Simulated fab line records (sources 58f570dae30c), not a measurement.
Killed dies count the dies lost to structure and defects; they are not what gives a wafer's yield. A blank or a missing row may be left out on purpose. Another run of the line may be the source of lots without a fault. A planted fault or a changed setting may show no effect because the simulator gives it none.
Which tool was responsible? ; flow berkeley_cmos170 ; 15 lots with 45 wafers sampled at 6 steps, on a route of 331 steps

## WHAT THE GAUGES READ, wafer by wafer
UCB170_PLDD_OVL_MEAS_07.
lot;measured;on;PLDD_OVL (nm)
L549;day 6 14:38;overlay-01;-1 4 6
L550;day 6 14:19;overlay-01;1 -2 6
L552;day 6 21:29;overlay-01;-4 -3 -6
L551;day 6 21:50;overlay-02;-4 -6 -1
L553;day 7 10:45;overlay-02;-2 -7 -5
L554;day 7 11:01;overlay-02;-4 0 1
L556;day 8 00:05;overlay-01;6 7 5
L558;day 8 12:35;overlay-01;-7 -5 -13
L559;day 8 12:53;overlay-02;3 3 -1
L561;day 8 13:10;overlay-02;-1 2 4
L560;day 8 12:57;overlay-01;-5 -6 -1
L562;day 9 00:22;overlay-02;0 6 -4
L563;day 9 16:17;overlay-01;4 2 0
L567;day 9 20:19;overlay-01;-1 0 -9
L571;day 10 20:50;overlay-01;-2 -10 -1

UCB170_NLDD_TW_MEAS_11.
lot;measured;on;NLDD_TW
L549;day 6 16:56;film_metro-02;2226 2207 2223
L550;day 6 16:40;film_metro-02;2214 2227 2226
L552;day 6 23:51;film_metro-02;2222 2215 2213
L551;day 7 00:43;film_metro-01;2213 2220 2211
L553;day 7 13:22;film_metro-03;2183 2183 2187
L554;day 7 13:50;film_metro-03;2182 2177 2192
L556;day 8 02:31;film_metro-01;2205 2210 2219
L558;day 8 14:47;film_metro-01;2213 2211 2205
L559;day 8 15:57;film_metro-01;2201 2217 2205
L561;day 8 16:14;film_metro-03;2170 2173 2173
L560;day 8 16:41;film_metro-03;2193 2174 2188
L562;day 9 03:28;film_metro-03;2185 2188 2191
L563;day 9 19:03;film_metro-02;2139 2141 2126
L567;day 9 22:53;film_metro-01;2124 2120 2121
L571;day 10 23:37;film_metro-03;2091 2091 2088

UCB170_PSD_TW_MEAS_10.
lot;measured;on;PSD_TW
L549;day 6 23:13;film_metro-03;2290 2285 2289
L550;day 6 22:58;film_metro-02;2327 2325 2338
L552;day 7 06:07;film_metro-03;2289 2296 2293
L551;day 7 06:26;film_metro-02;2315 2327 2318
L553;day 7 20:04;film_metro-03;2279 2280 2281
L554;day 7 20:21;film_metro-02;2337 2329 2321
L556;day 8 08:06;film_metro-01;2312 2310 2306
L558;day 8 23:04;film_metro-03;2278 2281 2269
L559;day 8 23:27;film_metro-03;2281 2268 2289
L561;day 8 23:19;film_metro-01;2300 2308 2319
L560;day 8 23:40;film_metro-02;2308 2303 2324
L562;day 9 11:05;film_metro-01;2321 2307 2321
L563;day 10 00:09;film_metro-01;2294 2306 2313
L567;day 10 05:31;film_metro-03;2274 2288 2273
L571;day 11 07:59;film_metro-03;2280 2285 2287

UCB170_SDANNEAL_RS_MEAS_05: a four-point-probe measurement.
lot;measured;on;NLDD_RS (ohm/sq)
L549;day 7 02:51;film_metro-01;615.9 617.1 614.9
L550;day 7 02:29;film_metro-02;615.7 612.8 613.0
L552;day 7 12:02;film_metro-02;614.3 613.9 614.7
L551;day 7 12:28;film_metro-01;617.6 615.7 616.1
L553;day 8 02:11;film_metro-03;617.1 618.8 617.5
L554;day 8 02:26;film_metro-02;614.0 613.5 615.0
L556;day 8 12:15;film_metro-03;615.1 616.4 616.3
L558;day 9 04:16;film_metro-03;618.4 617.0 616.6
L559;day 9 04:47;film_metro-03;615.5 618.1 616.6
L561;day 9 05:08;film_metro-01;616.3 615.9 617.0
L560;day 9 04:35;film_metro-02;615.4 614.1 615.3
L562;day 9 14:49;film_metro-02;616.0 616.9 614.3
L563;day 10 04:44;film_metro-03;681.6 681.3 681.3
L567;day 10 08:35;film_metro-01;680.3 680.4 684.3
L571;day 11 16:15;film_metro-03;682.5 683.9 683.9

## WHAT TOOL EACH LOT RAN ON (gives the tool, then ch and the chambers of the sampled wafers, and finally the start)
lot;UCB170_NVT_STRIP_08;UCB170_NLDD_IMPLANT_09
L549;plasma_asher-02 ch 0,1, day 5 21:14;implanter-03 ch 0, day 6 16:41
L550;plasma_asher-04 ch 0,1, day 5 21:16;implanter-01 ch 0, day 6 16:26
L552;plasma_asher-02 ch 0,1, day 6 08:12;implanter-03 ch 0, day 6 23:36
L551;plasma_asher-04 ch 0,1, day 6 08:35;implanter-03 ch 0, day 7 00:29
L553;plasma_asher-01 ch 0,1, day 6 16:41;implanter-01 ch 0, day 7 13:07
L554;plasma_asher-02 ch 0, day 6 16:55;implanter-03 ch 0, day 7 13:32
L556;plasma_asher-01 ch 0,1, day 7 06:52;implanter-01 ch 0, day 8 02:16
L558;plasma_asher-01 ch 0,1, day 7 15:22;implanter-03 ch 0, day 8 14:32
L559;plasma_asher-02 ch 0,1, day 7 19:04;implanter-04 ch 0, day 8 15:44
L561;plasma_asher-01 ch 0,1, day 7 19:34;implanter-04 ch 0, day 8 16:00
L560;plasma_asher-04 ch 0,1, day 7 19:35;implanter-04 ch 0, day 8 16:26
L562;plasma_asher-04 ch 0,1, day 8 09:10;implanter-01 ch 0, day 9 03:13
L563;plasma_asher-02 ch 0,1, day 8 21:52;implanter-01 ch 0, day 9 18:48
L567;plasma_asher-02 ch 0,1, day 9 05:44;implanter-01 ch 0, day 9 22:38
L571;plasma_asher-04 ch 0,1, day 10 07:26;implanter-01 ch 0, day 10 23:16
- UCB170_NVT_STRIP_08: strips in O2.
- UCB170_NLDD_IMPLANT_09

## WHAT THE TOOLS THEMSELVES READ (means of the sampled wafers that have a number; where no wafer has one, the mark that the record gives instead)
UCB170_NVT_STRIP_08.
lot;tool;drypump_motor_current_A (A);oes_product_au (a.u.);strip_time_to_endpoint_s (s)
L549;plasma_asher-02;5.2;0.736;21.67
L550;plasma_asher-04;6.2;0.734;21.62
L552;plasma_asher-02;5.3;0.735;21.59
L551;plasma_asher-04;6.2;0.738;21.61
L553;plasma_asher-01;5.2;0.732;21.63
L554;plasma_asher-02;5.2;0.731;21.66
L556;plasma_asher-01;5.5;0.737;21.62
L558;plasma_asher-01;5.5;0.738;21.63
L559;plasma_asher-02;5.3;0.733;21.61
L561;plasma_asher-01;5.2;0.735;21.55
L560;plasma_asher-04;6.1;0.738;21.68
L562;plasma_asher-04;6.2;0.735;21.52
L563;plasma_asher-02;5.3;0.736;21.61
L567;plasma_asher-02;5.2;0.738;21.68
L571;plasma_asher-04;6.2;0.734;21.61

UCB170_NLDD_IMPLANT_09.
lot;tool;dose_ions_cm2;faraday_current_uA
L549;implanter-03;5e+13;160.7
L550;implanter-01;5e+13;159.9
L552;implanter-03;5e+13;158.7
L551;implanter-03;5e+13;158.2
L553;implanter-01;5e+13;160.3
L554;implanter-03;5e+13;159.9
L556;implanter-01;5e+13;156.5
L558;implanter-03;5e+13;156.8
L559;implanter-04;5e+13;157.4
L561;implanter-04;5e+13;160.2
L560;implanter-04;5e+13;161.8
L562;implanter-01;5e+13;158.5
L563;implanter-01;4e+13;115.2
L567;implanter-01;4e+13;114.6
L571;implanter-01;4e+13;115.0

## THE ANSWER, worked out from the rows above alone
Rule: usual is defined by the lots themselves. The widest of any qualifying gaps counts: lots, ordered by their means at a reading, are off when they make up no more than a third of the lots, leave a main group of 4 or more, and stand apart from it by 3 or more times the standard deviation of that group's means. A main group is skipped when, at the precision printed for the reading in the tables above, its means are all equal. A lot without any number at a reading at which 4 lots or more have one is off too. Where the step has rows for the other lots, those lots are counted as sound. The gauges are gone through in route order, then the tools' own readings, and for those a lot's mean is taken as printed above. The first step at which some lot is off is used, and at that step the reading that is off furthest; a lot without a number counts as furthest.
Off: L563, L567, L571, seen at UCB170_SDANNEAL_RS_MEAS_05 (NLDD_RS). The main group: mean 615.8 ohm/sq, standard deviation 1.2.
A tool fits if, at a process step before that reading, it ran every lot that is off, and no sound lot after the first of them. Not tried: the gauges at UCB170_SDANNEAL_RS_MEAS_05; whatever is off there is also off at UCB170_NLDD_IMPLANT_09, on other tools, and gauge error can't account for it. One candidate fits, namely implanter-01 at UCB170_NLDD_IMPLANT_09. Its last sound lot is L562 (day 9 03:13), its first lot that is off L563 (day 9 18:48): a fault that began between those two fits.
The tool's own readings at UCB170_NLDD_IMPLANT_09 bear it out: on the lots that are off they differ by more than 5 times the standard deviation of the sound lots' means. dose_ions_cm2 reads 4e+13 there against 5e+13 on the sound lots; faraday_current_uA reads 114.9 there against 159.1 on the sound lots.

## WHAT THE SIMULATOR HAD PUT IN
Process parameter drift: implanter-01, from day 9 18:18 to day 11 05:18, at UCB170_NLDD_IMPLANT_09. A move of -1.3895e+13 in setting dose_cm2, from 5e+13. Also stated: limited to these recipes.
Shown lots that were struck: L563, L567, L571. The rule above reached the same finding.
